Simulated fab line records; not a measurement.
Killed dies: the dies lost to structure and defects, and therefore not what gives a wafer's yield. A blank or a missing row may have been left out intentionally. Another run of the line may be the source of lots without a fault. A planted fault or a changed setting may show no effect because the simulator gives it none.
fab line records + flow berkeley_cmos170
record
- lots=7
- wafers=21
- last_day=13
route steps=331 shown V2@294
lots that met no fault: taken from a fault-free run of the same line
start_h: start of the lot's first displayed wafer, in hours after the record's first day + wait_h: hours since the lot's step before + " the same as in the row above + L1.1+2: several wafers, shown together as one row + - either no value or no given start + * or withheld: withheld + < > ~ a bound
route shown NAME@n: names a module that has steps shown in the file, with the first one's number in the route + usual: mean and standard deviation over wafers with no fault + same: alike in all rows + chamber/n: place in a boat + sites: the reading at each site + _std_site: their standard deviation + _edge_site: outer sites' mean less inner sites' + radius_mm: for every site, how far away it sits from the centre of the wafer + mask NAME#n: copy n + behind: the most recent tool/chamber to have shaped the wafer + hold: why the lot went on hold/how many hours it stayed there/how the hold came to an end + device: the transistor (n, p or np) that didn't switch + end of line: the same wafers' tests at the end of the route + a step without rows: its recipe alone + killed: the dies lost at the first sort to structure and to defects; this is not the yield of the wafer + map: shows each die of a wafer: x if killed, . if not, _ if none is there
set.NAME: setting as actually run; set.NAME@STEP: the setting as run at that earlier step + model.NAME: the simulator's own value behind a step, which no gauge read
a table for each step, a row for each wafer; lots at some steps of the route
services: the hour from which a tool's chamber was out of use, counted from the record's first day as start_h (under 0 if before that day), plus the number of hours and why
## steps
# step UCB170_V2_CMP_02
# recipe
- material=SiO2
- down_force_psi=6
- platen_rpm=60
- pad_velocity_m_s=0.75398
# usual
- motor_current_A=16.5/1.2
- platen_rpm=60.00/0.039
- slurry_flow_ml_min=150.0/0.43
| lot.wafer | tool   | chamber | start_h | wait_h | motor_current_A | platen_rpm | slurry_flow_ml_min |
|-----------|--------|---------|---------|--------|-----------------|------------|--------------------|
| L271.4    | cmp-02 | 0       | 189.36  | 0.0    | 18.2            | 59.98      | 150.7              |
| L271.6    | "      | 0       | "       | "      | 19.9            | 60.08      | 150.7              |
| L271.5    | "      | 1       | "       | "      | 17.6            | 60.02      | 149.9              |
| L270.3    | cmp-02 | 2       | 192.73  | 0.1    | 18.3            | 59.95      | 150.1              |
| L270.2    | "      | 3       | "       | "      | 15.9            | 60.00      | 149.8              |
| L270.1    | "      | 0       | "       | "      | 19.3            | 60.03      | 150.6              |
| L272.4    | cmp-01 | 3       | 201.76  | 0.0    | 16.8            | 59.96      | 150.1              |
| L272.3    | "      | 0       | "       | "      | 15.5            | 59.96      | 149.7              |
| L272.5    | "      | 3       | "       | "      | 17.0            | 60.00      | 149.9              |
| L273.1    | cmp-01 | 3       | 203.22  | 0.1    | 16.6            | 59.99      | 149.9              |
| L273.3    | "      | 1       | "       | "      | 15.9            | 60.01      | 149.5              |
| L273.6    | "      | 3       | "       | "      | 16.9            | 59.98      | 149.9              |
| L281.2    | cmp-02 | 3       | 246.41  | 0.1    | 16.6            | 59.99      | 150.1              |
| L281.4    | "      | 1       | "       | "      | 17.5            | 59.92      | 150.6              |
| L281.5    | "      | 3       | "       | "      | 16.6            | 60.01      | 149.7              |
| L288.4    | cmp-01 | 0       | 295.36  | 0.1    | 16.2            | 60.04      | 149.6              |
| L288.5    | "      | 3       | "       | "      | 16.8            | 59.97      | 149.1              |
| L288.6    | "      | 0       | "       | "      | 16.4            | 60.02      | 150.2              |
| L290.1    | cmp-02 | 2       | 312.91  | 0.2    | 17.9            | 59.97      | 150.9              |
| L290.5    | "      | 3       | "       | "      | 16.0            | 59.98      | 150.0              |
| L290.6    | "      | 0       | "       | "      | 19.4            | 60.06      | 149.7              |
# step UCB170_V2_BOW_MEAS_03
# recipe
- mode=bow
# usual
- V2_BOW=38/7
| lot.wafer | tool          | chamber | start_h | wait_h | V2_BOW[um] |
|-----------|---------------|---------|---------|--------|------------|
| L271.4    | film_metro-04 | -       | 189.72  | 0.3    | 41         |
| L271.5    | "             | -       | "       | "      | 32         |
| L271.6    | "             | -       | "       | "      | 41         |
| L270.1    | film_metro-04 | -       | 192.98  | 0.1    | 25         |
| L270.2    | "             | -       | "       | "      | 23         |
| L270.3    | "             | -       | "       | "      | 37         |
| L272.3    | film_metro-01 | -       | 202.10  | 0.2    | 36         |
| L272.4    | "             | -       | "       | "      | 35         |
| L272.5    | "             | -       | "       | "      | 38         |
| L273.1    | film_metro-04 | -       | 203.47  | 0.2    | 36         |
| L273.3    | "             | -       | "       | "      | 30         |
| L273.6    | "             | -       | "       | "      | 24         |
| L281.2    | film_metro-01 | -       | 246.68  | 0.2    | 42         |
| L281.4    | "             | -       | "       | "      | 43         |
| L281.5    | "             | -       | "       | "      | 36         |
| L288.4    | film_metro-02 | -       | 295.67  | 0.3    | 39         |
| L288.5    | "             | -       | "       | "      | 49         |
| L288.6    | "             | -       | "       | "      | 39         |
| L290.1    | film_metro-02 | -       | 313.06  | 0.1    | 24         |
| L290.5    | "             | -       | "       | "      | 38         |
| L290.6    | "             | -       | "       | "      | 40         |
# step UCB170_V2_THK_MEAS_04
# recipe
- reads=SiO2_of_V2_CVD_00
# usual
- V2_POLISHED_THK=999.8/1.2
| lot.wafer | tool          | chamber | start_h | wait_h | V2_POLISHED_THK[nm] |
|-----------|---------------|---------|---------|--------|---------------------|
| L271.4    | film_metro-04 | -       | 189.81  | 0.1    | 999.3               |
| L271.5    | "             | -       | "       | "      | 1001.4              |
| L271.6    | "             | -       | "       | "      | 1001.0              |
| L270.1    | film_metro-04 | -       | 193.10  | 0.1    | 1000.0              |
| L270.2    | "             | -       | "       | "      | 1002.2              |
| L270.3    | "             | -       | "       | "      | 1000.1              |
| L272.3    | film_metro-01 | -       | 202.20  | 0.1    | 998.9               |
| L272.4    | "             | -       | "       | "      | 998.9               |
| L272.5    | "             | -       | "       | "      | 999.1               |
| L273.1    | film_metro-04 | -       | 203.59  | 0.1    | 1000.7              |
| L273.3    | "             | -       | "       | "      | 1002.3              |
| L273.6    | "             | -       | "       | "      | 999.3               |
| L281.2    | film_metro-01 | -       | 246.79  | 0.1    | 1000.4              |
| L281.4    | "             | -       | "       | "      | 1000.9              |
| L281.5    | "             | -       | "       | "      | 1002.0              |
| L288.4    | film_metro-02 | -       | 295.76  | 0.1    | 999.9               |
| L288.5    | "             | -       | "       | "      | 1000.4              |
| L288.6    | "             | -       | "       | "      | 999.6               |
| L290.1    | film_metro-02 | -       | 313.18  | 0.1    | 998.0               |
| L290.5    | "             | -       | "       | "      | 998.5               |
| L290.6    | "             | -       | "       | "      | 998.7               |
# step UCB170_V2_CLEAN_05
# recipe
- chemistry=DIW
# step UCB170_V2_HMDS_06
# recipe
- prime_time_s=60
- prime_temp_c=100
# step UCB170_V2_COAT_07
# recipe
- resist=KrF
- spin_rpm=1500
- resist_thk_nm=900
# step UCB170_V2_SOFTBAKE_08
# recipe
- resist=KrF
- temp_c=130
- time_s=60
# step UCB170_V2_EXPOSE_09
# recipe
- mask_id=VIA2
- target_cd_nm=700
- na=0.5
- sigma_outer=0.6
- source_shape=conventional
- dose_mj=37
# step UCB170_V2_PEB_10
# recipe
- peb_temp_c=130
- peb_time_s=withheld
- resist=KrF
# step UCB170_V2_DEVELOP_11
# recipe
- developer=TMAH
- develop_time_s=45
- resist=KrF
- dev_temp_c=21
# step UCB170_V2_CD_MEAS_12
# recipe
- target_cd_nm=700
# usual
- cd_nm=700.3/1.6
| lot.wafer | tool      | chamber | start_h | wait_h | cd_nm |
|-----------|-----------|---------|---------|--------|-------|
| L271.4    | cd_sem-01 | -       | 191.04  | -      | 699.9 |
| L271.5    | "         | -       | "       | "      | 701.0 |
| L271.6    | "         | -       | "       | "      | 700.9 |
| L270.1    | cd_sem-01 | -       | 194.30  | -      | 703.7 |
| L270.2    | "         | -       | "       | "      | 703.9 |
| L270.3    | "         | -       | "       | "      | 703.9 |
| L272.3    | cd_sem-02 | -       | 203.29  | -      | 698.3 |
| L272.4    | "         | -       | "       | "      | 697.9 |
| L272.5    | "         | -       | "       | "      | 698.3 |
| L273.1    | cd_sem-01 | -       | 204.80  | -      | 699.8 |
| L273.3    | "         | -       | "       | "      | 700.1 |
| L273.6    | "         | -       | "       | "      | 699.3 |
| L281.2    | cd_sem-02 | -       | 248.00  | -      | 700.6 |
| L281.4    | "         | -       | "       | "      | 701.0 |
| L281.5    | "         | -       | "       | "      | 701.3 |
| L288.4    | cd_sem-02 | -       | 296.88  | -      | 701.2 |
| L288.5    | "         | -       | "       | "      | 702.0 |
| L288.6    | "         | -       | "       | "      | 701.2 |
| L290.1    | cd_sem-01 | -       | 315.00  | -      | 702.0 |
| L290.5    | "         | -       | "       | "      | 703.2 |
| L290.6    | "         | -       | "       | "      | 701.6 |
# step UCB170_V2_OVL_MEAS_13
# usual
- V2_OVL=0/5
| lot.wafer | tool       | chamber | start_h | wait_h | V2_OVL[nm] |
|-----------|------------|---------|---------|--------|------------|
| L271.4    | overlay-02 | -       | 191.12  | 0.1    | 8          |
| L271.5    | "          | -       | "       | "      | 7          |
| L271.6    | "          | -       | "       | "      | -3         |
| L270.1    | overlay-01 | -       | 194.42  | 0.1    | 17         |
| L270.2    | "          | -       | "       | "      | 3          |
| L270.3    | "          | -       | "       | "      | 6          |
| L272.3    | overlay-02 | -       | 203.39  | 0.1    | -3         |
| L272.4    | "          | -       | "       | "      | -3         |
| L272.5    | "          | -       | "       | "      | -5         |
| L273.1    | overlay-01 | -       | 204.92  | 0.1    | 0          |
| L273.3    | "          | -       | "       | "      | 2          |
| L273.6    | "          | -       | "       | "      | -2         |
| L281.2    | overlay-01 | -       | 248.11  | 0.1    | -2         |
| L281.4    | "          | -       | "       | "      | -6         |
| L281.5    | "          | -       | "       | "      | 5          |
| L288.4    | overlay-02 | -       | 296.96  | 0.1    | 1          |
| L288.5    | "          | -       | "       | "      | -5         |
| L288.6    | "          | -       | "       | "      | 0          |
| L290.1    | overlay-01 | -       | 315.12  | 0.1    | 5          |
| L290.5    | "          | -       | "       | "      | -2         |
| L290.6    | "          | -       | "       | "      | 2          |
# step UCB170_V2_ETCH_14
# recipe
- chemistry=CHF3/CF4/Ar
- target=SiO2
- stop_on=Al
- CHF3_flow_sccm=45
- cf4_flow_sccm=15
- Ar_flow_sccm=150
- pressure_mtorr=200
- rf_w=700
- target_depth_a=12500
- over_etch_frac=0.25
- time_s=291
# usual
- chamber_pressure_mTorr=200.00/0.15
- drypump_motor_current_A=5.7/0.48
- oes_product_au=0.878/0.0092
- run_length_s=319.3/0.54
- throttle_valve_pct=6.97/0.097
| lot.wafer | tool        | chamber | start_h | wait_h | chamber_pressure_mTorr | drypump_motor_current_A | oes_product_au | rf_hours_counter_h | run_length_s | throttle_valve_pct | model.KrF_of_V2_COAT_07.thk_nm |
|-----------|-------------|---------|---------|--------|------------------------|-------------------------|----------------|--------------------|--------------|--------------------|--------------------------------|
| L271.4    | rie_diel-01 | 2       | 191.13  | 0.0    | 199.77                 | 5.5                     | 0.878          | 95                 | 319.4        | 6.89               | 612                            |
| L271.5    | "           | 2       | "       | "      | 200.19                 | 5.4                     | 0.882          | -                  | 319.3        | 6.90               | 614.9                          |
| L271.6    | "           | 1       | "       | "      | 199.90                 | 6.1                     | 0.890          | -                  | 320.2        | 7.00               | 609                            |
| L270.1    | rie_diel-01 | 0       | 194.46  | 0.0    | 200.02                 | 6.2                     | 1.009          | 113                | 266.9        | 6.76               | 661.5                          |
| L270.2    | "           | 3       | "       | "      | 200.06                 | 5.9                     | 0.991          | 83                 | 265.2        | 7.05               | 661.6                          |
| L270.3    | "           | 2       | "       | "      | 200.05                 | 5.5                     | 0.999          | 95                 | 266.0        | 6.91               | 662                            |
| L272.3    | rie_diel-01 | 2       | 203.41  | 0.0    | 200.19                 | 5.4                     | 0.986          | 95                 | 266.1        | 6.90               | 663.4                          |
| L272.4    | "           | 0       | "       | "      | 199.84                 | 6.1                     | 0.994          | 113                | 266.6        | 6.73               | 663.9                          |
| L272.5    | "           | 0       | "       | "      | 199.49                 | 6.1                     | 1.006          | -                  | 266.3        | 6.75               | 664.1                          |
| L273.1    | rie_diel-01 | 2       | 204.95  | 0.0    | 199.78                 | 5.4                     | 0.979          | 95                 | 266.0        | 6.91               | 665.1                          |
| L273.3    | "           | 1       | "       | "      | 200.19                 | 6.0                     | 1.022          | 89                 | 266.5        | 7.01               | 661.3                          |
| L273.6    | "           | 2       | "       | "      | 200.07                 | 5.5                     | 1.003          | -                  | 266.4        | 6.92               | 664.7                          |
| L281.2    | rie_diel-02 | 1       | 248.14  | 0.0    | 199.83                 | 5.0                     | 0.875          | 65                 | 318.8        | 6.93               | 616.7                          |
| L281.4    | "           | 2       | "       | "      | 199.87                 | 5.1                     | 0.875          | 18                 | 319.4        | 7.01               | 614.2                          |
| L281.5    | "           | 3       | "       | "      | 199.68                 | 5.8                     | 0.884          | -                  | 318.4        | 7.02               | 604.1                          |
| L288.4    | rie_diel-03 | 2       | 296.98  | 0.0    | 200.15                 | 6.1                     | 0.870          | 33                 | 319.2        | 6.97               | 602.6                          |
| L288.5    | "           | 3       | "       | "      | 200.10                 | 6.4                     | 0.871          | -                  | 319.8        | 6.96               | 618.8                          |
| L288.6    | "           | 0       | "       | "      | 199.76                 | 4.7                     | 0.863          | -                  | 319.6        | 7.08               | 602.9                          |
| L290.1    | rie_diel-02 | 0       | 315.16  | 0.0    | 200.20                 | 5.8                     | 0.890          | 20                 | 319.2        | 7.10               | 608.2                          |
| L290.5    | "           | 3       | "       | "      | 200.03                 | 5.8                     | 0.880          | -                  | 318.5        | 7.00               | 605.5                          |
| L290.6    | "           | 0       | "       | "      | 199.90                 | 5.9                     | 0.891          | -                  | 319.3        | 7.11               | 606.4                          |
# step UCB170_V2_STRIP_15
# recipe
- chemistry=O2
- power_w=400
- pressure_mtorr=3500
- platen_temp_c=withheld
- o2_flow_sccm=400
- overash_fraction=0.5
# usual
- chamber_pressure_mTorr=3500/3.1
- drypump_motor_current_A=6.0/0.45
- oes_product_au=0.722/0.0042
- strip_time_to_endpoint_s=15.37/0.12
| lot.wafer | tool            | chamber | start_h | wait_h | chamber_pressure_mTorr | drypump_motor_current_A | oes_product_au | rf_hours_counter_h | strip_time_to_endpoint_s |
|-----------|-----------------|---------|---------|--------|------------------------|-------------------------|----------------|--------------------|--------------------------|
| L271.4    | plasma_asher-02 | 1       | 191.35  | 0.1    | 3498                   | 6.1                     | 0.719          | -                  | 15.36                    |
| L271.5    | "               | 0       | "       | "      | 3497                   | 6.7                     | 0.724          | -                  | 15.41                    |
| L271.6    | "               | 1       | "       | "      | 3495                   | 6.1                     | 0.716          | -                  | 15.28                    |
| L270.1    | plasma_asher-02 | 1       | 194.63  | 0.1    | 3494                   | 6.1                     | 0.719          | 48                 | 16.47                    |
| L270.2    | "               | 0       | "       | "      | 3499                   | 6.7                     | 0.722          | 48                 | 16.49                    |
| L270.3    | "               | 1       | "       | "      | 3500                   | 6.1                     | 0.721          | -                  | 16.48                    |
| L272.3    | plasma_asher-03 | 0       | 203.62  | 0.1    | 3496                   | 5.8                     | 0.729          | -                  | 16.52                    |
| L272.4    | "               | 1       | "       | "      | 3497                   | 6.1                     | 0.729          | -                  | 16.51                    |
| L272.5    | "               | 0       | "       | "      | 3501                   | 5.8                     | 0.721          | -                  | 16.54                    |
| L273.1    | plasma_asher-03 | 1       | 205.13  | 0.1    | 3503                   | 6.2                     | 0.721          | 9                  | 16.55                    |
| L273.3    | "               | 1       | "       | "      | 3498                   | 6.2                     | 0.724          | -                  | 16.46                    |
| L273.6    | "               | 0       | "       | "      | 3498                   | 5.9                     | 0.717          | -                  | 16.55                    |
| L281.2    | plasma_asher-01 | 0       | 248.32  | 0.1    | 3497                   | 5.7                     | 0.720          | 45                 | 15.48                    |
| L281.4    | "               | 0       | "       | "      | 3506                   | 5.7                     | 0.724          | -                  | 15.40                    |
| L281.5    | "               | 1       | "       | "      | 3502                   | 5.2                     | 0.719          | -                  | 15.16                    |
| L288.4    | plasma_asher-01 | 0       | 297.19  | 0.1    | 3502                   | 5.7                     | 0.722          | -                  | 15.13                    |
| L288.5    | "               | 1       | "       | "      | 3502                   | 5.2                     | 0.731          | -                  | 15.52                    |
| L288.6    | "               | 0       | "       | "      | 3500                   | 5.7                     | 0.723          | -                  | 15.15                    |
| L290.1    | plasma_asher-03 | 1       | 315.33  | 0.1    | 3500                   | 6.2                     | 0.725          | 21                 | 15.25                    |
| L290.5    | "               | 0       | "       | "      | 3495                   | 5.9                     | 0.719          | -                  | 15.21                    |
| L290.6    | "               | 1       | "       | "      | 3497                   | 6.2                     | 0.722          | -                  | 15.21                    |
# step UCB170_V2_CD_MEAS_90
# recipe
- target_cd_nm=700
# usual
- cd_nm=699.9/1.6
| lot.wafer | tool      | chamber | start_h | wait_h | cd_nm |
|-----------|-----------|---------|---------|--------|-------|
| L271.4    | cd_sem-01 | -       | 191.47  | 0.1    | 698.8 |
| L271.5    | "         | -       | "       | "      | 700.1 |
| L271.6    | "         | -       | "       | "      | 700.7 |
| L270.1    | cd_sem-01 | -       | 194.78  | 0.1    | 700.7 |
| L270.2    | "         | -       | "       | "      | 701.4 |
| L270.3    | "         | -       | "       | "      | 700.6 |
| L272.3    | cd_sem-01 | -       | 203.73  | 0.1    | 696.1 |
| L272.4    | "         | -       | "       | "      | 695.0 |
| L272.5    | "         | -       | "       | "      | 695.4 |
| L273.1    | cd_sem-01 | -       | 205.23  | 0.1    | 696.8 |
| L273.3    | "         | -       | "       | "      | 697.0 |
| L273.6    | "         | -       | "       | "      | 696.8 |
| L281.2    | cd_sem-01 | -       | 248.44  | 0.1    | 699.6 |
| L281.4    | "         | -       | "       | "      | 700.2 |
| L281.5    | "         | -       | "       | "      | 701.3 |
| L288.4    | cd_sem-01 | -       | 297.32  | 0.1    | 701.8 |
| L288.5    | "         | -       | "       | "      | 701.1 |
| L288.6    | "         | -       | "       | "      | 700.9 |
| L290.1    | cd_sem-02 | -       | 315.43  | 0.1    | 701.1 |
| L290.5    | "         | -       | "       | "      | 703.8 |
| L290.6    | "         | -       | "       | "      | 701.1 |
## services
| tool        | chamber | start_h | hours | kind                           |
|-------------|---------|---------|-------|--------------------------------|
| cmp-01      | -       | 186.90  | 0.8   | repair                         |
| rie_diel-03 | -       | 190.23  | 2.0   | repair                         |
| cmp-01      | -       | 198.59  | 0.7   | repair                         |
| cmp-02      | -       | 200.69  | 3.8   | repair                         |
| rie_diel-02 | 2       | 205.61  | 3.8   | repair                         |
| cmp-01      | -       | 206.85  | 1.9   | repair                         |
| cmp-01      | -       | 207.92  | 1.8   | repair                         |
| cmp-02      | -       | 232.00  | 4.0   | pm                             |
| cmp-02      | -       | 236.00  | -     | consumable_replace:conditioner |
| cmp-02      | -       | 236.00  | -     | consumable_replace:pad         |
| rie_diel-03 | -       | 239.31  | 0.2   | repair                         |
| rie_diel-01 | -       | 247.67  | 0.4   | repair                         |
| cmp-01      | -       | 248.37  | 0.3   | repair                         |
| rie_diel-02 | 1       | 260.36  | 2.8   | repair                         |
| rie_diel-03 | -       | 269.70  | 0.4   | repair                         |
| cmp-01      | -       | 271.10  | 2.7   | repair                         |
| rie_diel-02 | 3       | 272.13  | 3.3   | repair                         |
| rie_diel-01 | 0       | 287.04  | 6.3   | repair                         |
| rie_diel-01 | 3       | 295.33  | 8.3   | repair                         |
## key
first_sign
- step=UCB170_V2_ETCH_14
- reading=run_length_s
- direction=down
- sigmas=98
- usual=*
- struck=*
effect
- step=UCB170_V2_ETCH_14
- reading=oes_product_au
- direction=up
- sigmas=13
- usual=0.878
- struck=0.999
effect
- step=UCB170_V2_STRIP_15
- reading=strip_time_to_endpoint_s
- direction=up
- sigmas=9.7
- usual=*
- struck=*
effect
- step=UCB170_V2_CD_MEAS_90
- reading=cd_nm
- direction=down
- sigmas=1.3
- usual=699.9
- struck=697.8
model_effect
- step=UCB170_V2_ETCH_14
- value=KrF_of_V2_COAT_07.thk_nm
- without=613.5
- struck=663.1
met_at UCB170_V2_ETCH_14
struck_wafers L270.1,L270.2,L270.3,L272.3,L272.4,L272.5,L273.1,L273.3,L273.6
later_rows_left_out L270.2
sort_left_out L270.1,L270.2,L270.3,L272.3,L272.4,L272.5,L273.1,L273.3,L273.6
onset_between 191.13 194.46
fault
- kind=process_parameter_drift
- tool=rie_diel-01
- chamber=-
- onset_h=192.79
- steps=UCB170_V2_ETCH_14
- channel=time_s
- offset=*
- shape=step
- end_h=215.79
- acts_in=*
- stated=*
# sort_left_out: the simulated sort isn't trusted on such a fault, so these wafers' sort isn't shown, and their yield isn't known
# later_rows_left_out: the simulator's readings of these wafers behind a module that went badly wrong aren't trusted and aren't shown, but for the sort
